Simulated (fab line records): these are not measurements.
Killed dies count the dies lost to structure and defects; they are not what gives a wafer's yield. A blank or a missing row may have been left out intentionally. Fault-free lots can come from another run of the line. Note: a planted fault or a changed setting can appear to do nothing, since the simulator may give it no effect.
Which tool did it?    flow berkeley cmos170    21 wafers from 7 lots sampled at 3 of the route's 331 steps

== WHAT EACH GAUGE READ, for each wafer ==
UCB170_V1_THK_MEAS_01.
lot   measured      on             V1_TEOS_THK (nm)
L518  day 7 04:10   film metro-02  1986 1993 1947
L522  day 8 12:38   film metro-01  1967 1985 1989
L529  day 9 15:38   film metro-01  1477 1489 1514
L532  day 10 13:26  film metro-02  1450 1516 1508
L536  day 11 03:16  film metro-02  1987 2020 2037
L539  day 11 15:15  film metro-04  1984 2033 1998
L541  day 11 15:25  film metro-01  1949 2026 1985

== TOOL THAT RAN EACH LOT (tool first, then ch and the chambers of the sampled wafers, then the start) ==
lot   UCB170_CONTACT_STRIP_06               UCB170_V1_CVD_00
L518  plasma asher-01 ch 0,1, day 6 18:13   pecvd-01 ch 0,1,2, day 7 04:01
L522  plasma asher-03 ch 0,1, day 8 02:40   pecvd-01 ch 0,1, day 8 12:29
L529  plasma asher-02 ch 0,1, day 9 08:37   pecvd-01 ch 0,1, day 9 15:28
L532  plasma asher-03 ch 0,1, day 10 05:17  pecvd-01 ch 0,1,2, day 10 13:16
L536  plasma asher-01 ch 0,1, day 10 20:34  pecvd-04 ch 0,2, day 11 03:07
L539  plasma asher-02 ch 1, day 11 03:29    pecvd-04 ch 1,2, day 11 15:05
L541  plasma asher-01 ch 0,1, day 11 04:51  pecvd-03 ch 1,2, day 11 15:14
- UCB170_CONTACT_STRIP_06: strips in O2.
- UCB170_V1_CVD_00: deposits SiO2 from TEOS/O2, target thk 2000 nm, time 250 s.

== THE ANSWER, worked out from the rows above alone ==
Rule: usual is defined by the lots themselves. Put in order of their means at a reading, lots are off if they are a third of the lots or fewer, leave a main group of 4 or more, and stand apart from it by a gap of 3 or more times the standard deviation of the main group's means; of several such gaps the widest counts. A main group is skipped when, at the precision printed for the reading in the tables above, its means are all equal. A lot without any number at a reading at which 4 lots or more have one is off too. Where the step has rows for the other lots, those lots are counted as sound.
Off: at UCB170_V1_THK_MEAS_01 (V1_TEOS_THK), L529, L532. The main group has a mean of 1992 nm with a standard deviation of 15.
A tool fits if, at a process step before that reading, it ran every lot that is off, and no sound lot after the first of them. The gauges at UCB170_V1_THK_MEAS_01 are tried like those tools. One fits: pecvd-01 at UCB170_V1_CVD_00. Its last sound lot is L522 (day 8 12:29), its first lot that is off L529 (day 9 15:28): a fault that began between those two fits.

== WHAT THE SIMULATOR HAD INSERTED ==
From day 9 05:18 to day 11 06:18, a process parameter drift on pecvd-01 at UCB170_V1_CVD_00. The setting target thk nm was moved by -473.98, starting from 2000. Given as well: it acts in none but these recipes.
Struck lots among those shown: L529, L532. The rule above found the same.
